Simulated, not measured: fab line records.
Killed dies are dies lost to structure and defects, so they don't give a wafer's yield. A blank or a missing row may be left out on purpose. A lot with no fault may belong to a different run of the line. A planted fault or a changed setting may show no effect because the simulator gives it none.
Which tool was responsible? :: flow berkeley_cmos170 :: 13 lots with 39 wafers sampled at 2 steps, on a route of 331 steps

WHAT EACH GAUGE READ, for each wafer
UCB170_CONTACT_CD_MEAS_15: target cd 700 nm.
lot: L854
measured: day 6 17:14
on: cd_sem-01
cd_nm (nm): 699.0 699.6 697.7

lot: L855
measured: day 7 06:53
on: cd_sem-01
cd_nm (nm): 701.0 701.3 701.3

lot: L856
measured: day 7 07:09
on: cd_sem-02
cd_nm (nm): 701.9 703.0 701.8

lot: L858
measured: day 7 16:56
on: cd_sem-02
cd_nm (nm): 698.7 698.5 698.4

lot: L857
measured: day 7 17:04
on: cd_sem-01
cd_nm (nm): 697.3 697.6 698.4

lot: L860
measured: day 8 05:44
on: cd_sem-02
cd_nm (nm): 701.5 702.1 701.4

lot: L863
measured: day 8 12:34
on: cd_sem-01
cd_nm (nm): 699.5 699.6 699.7

lot: L866
measured: day 9 06:12
on: cd_sem-01
cd_nm (nm): 749.9 749.6 750.2

lot: L873
measured: day 10 17:55
on: cd_sem-01
cd_nm (nm): 698.3 699.5 698.1

lot: L875
measured: day 11 01:16
on: cd_sem-01
cd_nm (nm): 701.9 700.8 703.5

lot: L877
measured: day 11 03:09
on: cd_sem-01
cd_nm (nm): 699.0 697.8 699.5

lot: L876
measured: day 11 03:31
on: cd_sem-01
cd_nm (nm): 701.7 701.6 700.9

lot: L874
measured: day 11 03:42
on: cd_sem-01
cd_nm (nm): 699.6 699.6 701.0

TOOL THAT RAN EACH LOT (tool first, then ch and the chambers of the sampled wafers, then the start)
lot: L854
UCB170_CONTACT_EXPOSE_12: krf_scanner-02 ch 0, day 6 16:49

lot: L855
UCB170_CONTACT_EXPOSE_12: krf_scanner-01 ch 0, day 7 06:04

lot: L856
UCB170_CONTACT_EXPOSE_12: krf_scanner-02 ch 0, day 7 06:44

lot: L858
UCB170_CONTACT_EXPOSE_12: krf_scanner-02 ch 0, day 7 16:31

lot: L857
UCB170_CONTACT_EXPOSE_12: krf_scanner-02 ch 0, day 7 16:40

lot: L860
UCB170_CONTACT_EXPOSE_12: krf_scanner-02 ch 0, day 8 05:02

lot: L863
UCB170_CONTACT_EXPOSE_12: krf_scanner-01 ch 0, day 8 12:01

lot: L866
UCB170_CONTACT_EXPOSE_12: krf_scanner-02 ch 0, day 9 05:49

lot: L873
UCB170_CONTACT_EXPOSE_12: krf_scanner-02 ch 0, day 10 17:08

lot: L875
UCB170_CONTACT_EXPOSE_12: krf_scanner-01 ch 0, day 11 00:25

lot: L877
UCB170_CONTACT_EXPOSE_12: krf_scanner-01 ch 0, day 11 02:46

lot: L876
UCB170_CONTACT_EXPOSE_12: krf_scanner-01 ch 0, day 11 03:01

lot: L874
UCB170_CONTACT_EXPOSE_12: krf_scanner-01 ch 0, day 11 03:11
- UCB170_CONTACT_EXPOSE_12: exposes mask CONT, target cd 700 nm.

WHAT THE TOOLS THEMSELVES READ (means of the sampled wafers that have a number; where no wafer has one, the mark that the record gives instead)
The record holds no such reading with a usual standard deviation.

THE ANSWER, worked out from the rows above alone
Rule: what is usual is taken from the lots themselves. Put in order of their means at a reading, lots are off if they are a third of the lots or fewer, leave a main group of 4 or more, and stand apart from it by a gap of 3 or more times the standard deviation of the main group's means; of several such gaps the widest counts. A main group is skipped when, at the precision printed for the reading in the tables above, its means are all equal. A lot without any number at a reading at which 4 lots or more have one is off too. The other lots that the step has rows for count as sound. First the gauges in route order, then the tools' own readings, where a lot's mean is used as printed above. The first step at which some lot is off is used, and at that step the reading that is off furthest; a lot without a number counts as furthest.
Off at UCB170_CONTACT_CD_MEAS_15 (cd_nm): L866. Mean 700.1 nm and standard deviation 1.5 in the main group.
If a tool, at a process step before that reading, ran all the lots that are off and no sound lot after the first of them, it fits. Those tools and the gauges at UCB170_CONTACT_CD_MEAS_15 are tried in the same way. Of those tried, none fits.

WHAT THE SIMULATOR PUT IN
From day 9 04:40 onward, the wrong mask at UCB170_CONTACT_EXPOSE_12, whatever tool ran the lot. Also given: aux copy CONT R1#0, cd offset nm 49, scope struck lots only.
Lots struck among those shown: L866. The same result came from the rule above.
